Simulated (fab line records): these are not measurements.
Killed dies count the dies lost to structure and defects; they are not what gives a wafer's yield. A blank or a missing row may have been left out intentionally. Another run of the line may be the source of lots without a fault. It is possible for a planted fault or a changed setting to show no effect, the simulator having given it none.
Problem report, 8D (eight disciplines) form, completed by code / flow berkeleyCmos170 / the parts of the form that need people (team, actions taken, sign-off) are left out

## 1. PROBLEM STATEMENT
Mean PLDD_TW at UCB170_PLDD_TW_MEAS_11: 1053 over 6 wafers in 2 lots; fault-free wafers: 1006, standard deviation 5.1. Measured from the usual mean, that is +9.2 standard deviations.
Earliest sighting: wafer L750.2 on filmMetro-04 at day 8 21:13. At this step, 42 wafers from 14 lots have a number in the record. By rule, "out" or "out of limits" means more than 4 standard deviations away from the usual mean. The rest of the wafers with a number are treated as sound.

## 2. WHAT IT IS, WHAT IT ISN'T
question=which readings at this step | is=PLDD_TW | is not=-
question=which lots | is=L750, L752 | is not=L740, L742, L743, L744, L745, L747, L748, L751, L754, L756, L759, L761
question=which wafers of those lots | is=all that have a number | is not=-
question=read on which gauges | is=filmMetro-03, filmMetro-04 | is not=filmMetro-02
question=when | is=from day 8 21:13 | is not=up to then (18 sound wafers); but 18 sound wafers of L747, L751, L754, L756, L759, L761 came after

## 3. WHAT RULES OUT EACH SUSPECT
Counting: a tool at any process step up to the reading remains a suspect when it ran all the lots that are out and ran no sound lot after the first of those.
- the gauge at UCB170_PLDD_TW_MEAS_11 is ruled out. The wafers that are out were read on 2 gauges (filmMetro-03, filmMetro-04).
- implanter-04 at UCB170_PLDD_IMPLANT_08: kept. Every lot that is out went through it, starting with L750 (day 8 20:49), and after that it ran no sound lot; the last sound lot it ran before then is L743 (day 8 06:59). Its own beamEnergyKeV readings are out on those wafers.
Remaining after the count: implanter-04 at UCB170_PLDD_IMPLANT_08.

## 4. THE CAUSE (what the simulator had put in)
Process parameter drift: implanter-04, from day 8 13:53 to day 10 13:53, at UCB170_PLDD_IMPLANT_08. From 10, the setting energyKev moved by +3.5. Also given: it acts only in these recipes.
Only this tool survived the counting.

## 5. THE CHAIN OF EFFECTS, in route order
Each row: a reading whose mean over the struck wafers that have a number lies more than 3 standard deviations from the usual. Scope: only readings with a usual standard deviation given in the record; hours: median across lots of the time from each lot's start at the first step in this table that gives one to its start at this step; sigmas: change in usual standard deviations.
hours=0; step=UCB170_PLDD_IMPLANT_08; reading=beamEnergyKeV; usual=10.000; on struck wafers=13.497; change=+3.497; sigmas=+99 or more
hours=0; step=UCB170_PLDD_TW_MEAS_11; reading=PLDD_TW; usual=1006; on struck wafers=1053; change=+47; sigmas=+9.2
Here are the process steps it includes:
- UCB170_PLDD_IMPLANT_08

## 6. HOW IT WOULD HAVE BEEN CAUGHT EARLIER
The first out-of-limits reading at a measuring or inspecting step in this record came at day 8 21:13, 7 hours after the fault's start at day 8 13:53.
At UCB170_PLDD_IMPLANT_08, the tool's own readings (beamEnergyKeV) were out on each struck wafer the step has a row for, so an alarm limit on them would have fired on the first such wafer.
Lots out: 2; of these, L752 started UCB170_PLDD_IMPLANT_08 on implanter-04 after day 8 21:13. A tool hold placed at that time would have kept it from harm.
